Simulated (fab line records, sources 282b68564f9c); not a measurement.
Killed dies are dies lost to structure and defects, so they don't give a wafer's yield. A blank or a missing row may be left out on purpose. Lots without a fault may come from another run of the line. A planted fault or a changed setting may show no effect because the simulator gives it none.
Which tool did it? | flow rit_cmos | 13 lots, 39 wafers sampled, at 1 step of a route of 202

WHAT THE GAUGES READ, wafer by wafer
RIT_FOX2_THK_MEAS_90. Usual: FIELD_OXIDE_LEFT_1_THK 323 nm, standard deviation 6.2.
lot  | measured    | on            | FIELD_OXIDE_LEFT_1_THK (nm) | flag
L532 | day 1 19:12 | film_metro-01 | 333 333 333                 |
L533 | day 2 01:38 | film_metro-01 | 316 320 318                 |
L534 | day 2 05:34 | film_metro-01 | 316 315 321                 |
L535 | day 2 10:28 | film_metro-02 | 326 325 322                 |
L538 | day 3 01:43 | film_metro-01 | 320 322 321                 |
L541 | day 3 16:45 | film_metro-01 | 333 331 327                 |
L542 | day 3 22:14 | film_metro-01 | 322 323 319                 |
L543 | day 4 03:06 | film_metro-01 | 322 318 324                 |
L547 | day 4 22:52 | film_metro-01 | 329 327 329                 |
L551 | day 5 18:13 | film_metro-01 | 335 329 341                 |
L552 | day 5 23:16 | film_metro-01 | 315 323 321                 |
L553 | day 6 05:44 | film_metro-02 | 329 332 331                 |
L554 | day 6 10:40 | film_metro-01 | 309 315 312                 |

WHICH TOOL RAN EACH LOT (tool, then ch and the chambers of the sampled wafers, then the start)
The record holds no process step before these readings.

WHAT THE TOOLS THEMSELVES READ (means of the sampled wafers that have a number; where no wafer has one, the mark that the record gives instead)
The record holds no such reading with a usual standard deviation.

THE ANSWER, worked out from the rows above alone
Rule: a lot is off if the mean of its wafers that have a number lies more than 3 standard deviations from the usual mean. A lot without any number at a reading at which 4 lots or more have one is off too. The other lots that the step has rows for count as sound. The gauges are gone through in route order, then the tools' own readings, and for those a lot's mean is taken as printed above. The first step at which some lot is off is used, and at that step the reading that is off furthest; a lot without a number counts as furthest.
No lot is off at any reading shown: from this, nothing can be told.

WHAT THE SIMULATOR HAD PUT IN
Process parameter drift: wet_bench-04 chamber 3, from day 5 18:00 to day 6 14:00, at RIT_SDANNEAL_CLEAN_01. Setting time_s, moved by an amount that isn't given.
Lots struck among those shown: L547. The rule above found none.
